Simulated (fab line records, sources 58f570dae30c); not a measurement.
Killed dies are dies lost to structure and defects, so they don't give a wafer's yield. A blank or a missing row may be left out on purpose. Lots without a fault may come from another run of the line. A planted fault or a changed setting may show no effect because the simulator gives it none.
One fault seen from 2 desks | flow berkeley_cmos170 | each desk has only its own numbers; what lay behind them comes last

THE TOOL OWNER'S DESK: pecvd-01
The tool's own readings at UCB170_V2_CVD_00 (deposits SiO2 from TEOS/O2, target thk 2000 nm, time 250 s): means of the sampled wafers that have a number, for each lot that ran on this tool. A lot is out of limits, marked OUT, if its mean lies more than 4 standard deviations from the usual mean; the brackets give that distance.
Columns: A = heater_power_w at UCB170_V2_CVD_00, usual 258 W; B = rf_fwd_power_W at UCB170_V2_CVD_00, usual 548.5 W
lot  | first seen here | A   | B
L165 | day 8 10:33     | 241 | 549.3
L168 | day 8 23:59     | 255 | 548.3
L172 | day 9 10:20     | 274 | 547.5
L174 | day 9 17:50     | 315 | 549.3
L180 | day 10 20:47    | 260 | 547.8
L178 | day 11 10:38    | 297 | 547.9
This desk's finding: nothing out of limits on any of the 6 lots.

THE METROLOGY DESK
What the gauges read, lot by lot, whatever tool the lot ran on: means of the sampled wafers that have a number. A lot is out of limits, marked OUT, if its mean lies more than 4 standard deviations from the usual mean; the brackets give that distance.
Columns: A = SILICIDE_TI_RS at UCB170_SILICIDE_RS_MEAS_02, usual 26.7 ohm/sq; B = cd_nm at UCB170_V1_CD_MEAS_12, usual 699.9 nm; C = V2_TEOS_THK at UCB170_V2_THK_MEAS_01, usual 2003 nm
lot  | first seen here | A    | B     | C
L166 | day 7 16:41     | 26.5 | 697.7 | 2007
L165 | day 7 16:56     | 26.6 | 699.9 | 1984
L167 | day 7 16:59     | 27.2 | 699.3 | 1982
L170 | day 8 07:36     | 26.6 | 699.8 | 2011
L168 | day 8 07:50     | 27.1 | 700.0 | 2032
L169 | day 8 08:05     | 26.1 | 700.4 | 2005
L173 | day 8 12:46     | 26.9 | 701.5 | 2012
L172 | day 8 12:55     | 26.7 | 701.0 | 1987
L174 | day 8 20:38     | 27.2 | 701.4 | 1970
L180 | day 9 22:32     | 26.5 | 699.6 | 2854 (+34) OUT
L178 | day 10 13:17    | 26.8 | 701.5 | 2854 (+34) OUT
L187 | day 11 19:44    | 26.6 | 699.0 | 2006
L186 | day 11 20:17    | 26.5 | 699.0 | 2028
L185 | day 11 20:22    | 27.1 | 696.9 | 1981
This desk's finding: out of limits on L178, L180; first on L180, day 10 20:56 (V2_TEOS_THK at UCB170_V2_THK_MEAS_01). In limits: L166, L165, L167, L170, L168, L169, L173, L172, L174, L187, L186, L185.

PUT TOGETHER
The metrology desk could have raised an alarm at day 10 20:56, on L178, L180.
The tool owner's desk saw nothing out of limits.
The tool owner's desk has L178, L180 on record, within its limits.
Of the lots named, all ran UCB170_V2_CVD_00 on pecvd-01.

WHAT THE SIMULATOR HAD PUT IN
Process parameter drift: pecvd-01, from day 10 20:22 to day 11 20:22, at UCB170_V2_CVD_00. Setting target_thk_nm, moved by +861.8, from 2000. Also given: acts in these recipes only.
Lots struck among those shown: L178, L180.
Hours from the fault's start to each desk's first reading out of limits: the metrology desk, 1.
